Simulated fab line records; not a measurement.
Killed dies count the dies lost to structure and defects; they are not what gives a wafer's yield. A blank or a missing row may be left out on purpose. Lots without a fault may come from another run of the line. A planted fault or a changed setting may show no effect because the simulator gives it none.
2 desks looking at one fault    flow berkeley-cmos170    every desk sees just its own numbers, and what lay behind them comes last

AT THE TOOL OWNER'S DESK: pvd-sputter-01
The tool's own readings at UCB170_M3_SPUTTER_01 (material Al, target thk 900 nm, time 120 s): means of the sampled wafers that have a number, for each lot that ran on this tool. The brackets show how far a lot's mean lies from the usual mean; more than 4 standard deviations puts the lot out of limits, marked OUT.
Columns: A = throttle-valve-pct at UCB170_M3_SPUTTER_01, usual 29.7 %
lot   first seen here  A
L662  day 6 21:13      29.7
L666  day 8 06:55      29.3
L671  day 9 10:55      29.2
L675  day 9 18:44      29.6
L674  day 9 22:50      29.2
L676  day 10 16:27     30.0
This desk's finding: nothing out of limits on any of the 6 lots.

METROLOGY DESK
What the gauges read, lot by lot, whatever tool the lot ran on: means of the sampled wafers that have a number. The brackets show how far a lot's mean lies from the usual mean; more than 4 standard deviations puts the lot out of limits, marked OUT.
Columns: A = ACTIVE_OVL at UCB170_ACTIVE_OVL_MEAS_14, usual -2 nm; B = M3_AL_RS at UCB170_M3_RS_MEAS_02, usual 0.0321 ohm/sq; C = M3_AL_THK at UCB170_M3_THK_MEAS_03, usual 896 nm
lot   first seen here  A   B                  C
L662  day 3 14:28      10  0.0325             886
L663  day 4 03:03      -4  0.0318             902
L665  day 4 08:55      2   0.0319             895
L666  day 4 21:46      -1  0.0321             888
L668  day 5 03:23      3   0.0319             894
L667  day 5 03:40      3   0.0318             902
L670  day 5 23:42      -8  0.0327             883
L671  day 5 23:54      -7  0.0318             909
L675  day 6 10:14      -5  0.0320             896
L674  day 6 10:17      -3  0.0345 (+5.4) OUT  835 (-5.1) OUT
L676  day 6 23:53      2   0.0351 (+6.6) OUT  823 (-6.1) OUT
L682  day 8 10:24      -8  0.0328             884
L683  day 8 15:53      -3  0.0316             919
L685  day 8 22:25      3   0.0327             883
This desk's result: L674, L676 out of limits, first on L674 (M3_AL_RS at UCB170_M3_RS_MEAS_02), day 9 22:56. L662, L663, L665, L666, L668, L667, L670, L671, L675, L682, L683, L685: within limits.

ALL TOGETHER
On L674, L676, the metrology desk was in a position to raise an alarm at day 9 22:56.
The tool owner's desk saw nothing out of limits.
The tool owner's desk has L674, L676 on record, within its limits.
All the named lots went through UCB170_M3_SPUTTER_01 on pvd-sputter-01.

WHAT WAS PUT IN BY THE SIMULATOR
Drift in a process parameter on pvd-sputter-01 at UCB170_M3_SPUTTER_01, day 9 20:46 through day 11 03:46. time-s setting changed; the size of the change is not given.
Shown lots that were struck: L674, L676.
Time in hours between the start of the fault and the first out-of-limits reading at each desk: metrology desk, 2.
